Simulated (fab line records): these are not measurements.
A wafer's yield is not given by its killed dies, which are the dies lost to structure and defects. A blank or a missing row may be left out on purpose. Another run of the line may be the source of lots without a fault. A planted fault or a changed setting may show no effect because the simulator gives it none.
2 desks looking at one fault	flow berkeley cmos170	each desk has only its own numbers; what lay behind them comes last

== FOR THE TOOL OWNER'S DESK: implanter-03 ==
UCB170_PLDD_IMPLANT_08, tool's own readings: per-lot mean of the sampled wafers with a number, covering each lot this tool ran. A lot is out of limits, marked OUT, if its mean lies more than 4 standard deviations from the usual mean; the brackets give that distance.
Columns: A = beam energy keV at UCB170_PLDD_IMPLANT_08, usual 9.9993; B = beam on s at UCB170_PLDD_IMPLANT_08, usual 10.4 s; C = faraday current uA at UCB170_PLDD_IMPLANT_08, usual 152
lot	first seen here	A	B	C
L615	day 9 09:16	9.9985	11.1	143
L618	day 9 21:27	9.1320 (-99 or more) OUT	12.9 (+4.2) OUT	123
L620	day 10 06:55	9.1338 (-99 or more) OUT	12.8	125
L621	day 10 20:47	9.1336 (-99 or more) OUT	12.8	124
This desk finds L618, L620, L621 out of limits, L618 being first, at day 9 21:27 (beam energy keV at UCB170_PLDD_IMPLANT_08). L615: within limits.

== METROLOGY DESK ==
Means of the sampled wafers that have a number, per lot and without regard to the tool the lot ran on: this is what the gauges read. A lot is out of limits, marked OUT, if its mean lies more than 4 standard deviations from the usual mean; the brackets give that distance.
Columns: A = cd nm at UCB170_GATE_CD_MEAS_90, usual 349.7 nm; B = cd nm at UCB170_PLDD_CD_MEAS_06, usual 1200.3 nm; C = PLDD_OVL at UCB170_PLDD_OVL_MEAS_07, usual -1 nm
lot	first seen here	A	B	C
L612	day 8 06:37	350.7	1199.9	5
L615	day 9 07:34	349.0	1197.8	-2
L618	day 9 16:43	352.1	1201.3	-1
L620	day 10 05:28	348.9	1199.2	-1
L621	day 10 18:59	348.8	1200.1	5
L625	day 11 18:39	348.8	1200.1	-6
L630	day 12 14:13	347.8	1201.0	-0
This desk's finding: nothing out of limits on any of the 7 lots.

== TAKEN TOGETHER ==
The tool owner's desk could have raised an alarm at day 9 21:27, on L618, L620, L621.
From the metrology desk's view, nothing was out of limits.
The metrology desk has L618, L620, L621 on record, within its limits.
The lots listed all ran UCB170_PLDD_IMPLANT_08 on implanter-03.

== WHAT THE SIMULATOR HAD INSERTED ==
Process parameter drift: implanter-03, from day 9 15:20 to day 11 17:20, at UCB170_PLDD_IMPLANT_08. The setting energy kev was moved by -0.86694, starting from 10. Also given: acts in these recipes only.
Shown lots that were struck: L618, L620, L621.
How many hours passed from the start of the fault until each desk's first out-of-limits reading: the tool owner's desk, 6.
